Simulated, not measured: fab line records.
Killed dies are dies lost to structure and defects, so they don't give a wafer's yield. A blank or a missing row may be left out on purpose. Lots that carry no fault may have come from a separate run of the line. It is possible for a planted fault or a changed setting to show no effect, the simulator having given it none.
Comparing a struck lot with a sound one | flow berkeleyCmos170 | 15 steps out of a route of 331
Sound: the wafers L708.3, L708.5, L708.6. Struck: wafers L718.1, L718.6. (L718.2 of the same lot was not struck and is left out.) The cause comes at the end.
Per side, at each step with rows, come the tool, then ch with its chambers, and then its first start. Under that, the readings that differ: sound wafers | struck wafers | difference of the means | sigmas: that difference in standard deviations of wafers without a fault.
alike: same words and numbers on both sides, and readings whose means sit less than 2 such deviations apart. not compared: any withheld reading, any reading some wafer has no value for, any bound like >300 that may hide the same value, and any number with overlapping values for which the record gives no deviation.
The two part at a step that has a row with sigmas, a row that says differs or no value, or rows on one side only. Numbers that have no deviation but don't overlap get no sigmas and don't part them. A reading that every wafer of one side lacks parts them only if that side has two wafers or more.

UCB170_M1_SPUTTER_00: material Al, target thk 600 nm, time 80 s.
  sound on pvdSputter-01, day 8 15:11; struck on pvdSputter-03, day 10 11:29
  alike: throttleValvePct
UCB170_M1_RS_MEAS_01: a four-point-probe measurement.
  sound on filmMetro-01, day 8 15:17; struck on filmMetro-01, day 10 11:32
  alike: M1_AL_RS
UCB170_M1_THK_MEAS_02: measures by xrf.
  sound on filmMetro-01, day 8 15:23; struck on filmMetro-01, day 10 11:40
  alike: M1_AL_THK
then, 6 steps without rows for these wafers: UCB170_M1_COAT_03; UCB170_M1_COAT_04 (resist thk 900 nm); UCB170_M1_SOFTBAKE_05 (time 60 s); UCB170_M1_EXPOSE_06 (exposes mask METAL1, target cd 700 nm); UCB170_M1_PEB_07; UCB170_M1_DEVELOP_08 (develop time 45 s).
UCB170_M1_CD_MEAS_09: target cd 700 nm.
  sound on cdSem-01, day 8 16:34; struck on cdSem-01, day 10 12:53
reading   | sound             | struck      | difference | sigmas
cdNm (nm) | 697.8 698.3 699.4 | 701.4 702.0 | +3.2       | +2
UCB170_M1_OVL_MEAS_10:
  sound on overlay-02, day 8 16:41; struck on overlay-01, day 10 13:01
  alike: M1_OVL
UCB170_M1_ETCH_11: etches BARC in N2/H2.
  sound on rieDiel-03 ch 0,1,3, day 8 16:43; struck on rieDiel-02 ch 3, day 10 13:03
  alike: drypumpMotorCurrentA, n2FlowSccm, oesProductAu, throttleValvePct
UCB170_M1_METAL_ETCH_12: etches Al in Cl2/BCl3, stops on PSG, target depth 780 nm, time 130 s.
  sound on rieMetal-04 ch 0,1, day 8 16:48; struck on rieMetal-01 ch 0, day 10 13:05
reading                            | sound             | struck      | difference | sigmas
model.KrF_of_M1_COAT_04.thkNm (nm) | 409.9 411.9 460.8 | 540.2 539.6 | +112.4     | 
model.M1.cdNm (nm)                 | 696.2 699.1 701.1 | 708.3 708.6 | +9.6       | 
  alike: drypumpMotorCurrentA, oesProductAu, throttleValvePct
  not compared: rfHoursCounterH
UCB170_M1_STRIP_13: strips in O2.
  sound on plasmaAsher-01 ch 0,1, day 8 16:56; struck on plasmaAsher-04 ch 1, day 10 13:14
  alike: drypumpMotorCurrentA, oesProductAu
  not compared: rfHoursCounterH
UCB170_M3_PROBE_99:
  sound on prober-01, day 9 08:06; struck on prober-01, day 11 07:09
reading                               | sound                       | struck            | difference | sigmas
model.etest.ring.overLimit            | 0 0 0                       | 1 1               | +1         | 
model.etest.m1CombOverSteps.overLimit | 0 0 0                       | 1 1               | +1         | 
model.etest.antennaM1.vtShiftV (V)    | -0.01163 -0.01006 -0.007551 | 2.128e-05 0.00186 | +1.069e-02 | 

== WHERE THEY PART ==
Only at UCB170_M1_CD_MEAS_09, as far as this record shows. Later steps at which nothing parts them and some readings are alike: UCB170_M1_OVL_MEAS_10, UCB170_M1_ETCH_11, UCB170_M1_METAL_ETCH_12, UCB170_M1_STRIP_13.

WHY: what had been put in by the simulator
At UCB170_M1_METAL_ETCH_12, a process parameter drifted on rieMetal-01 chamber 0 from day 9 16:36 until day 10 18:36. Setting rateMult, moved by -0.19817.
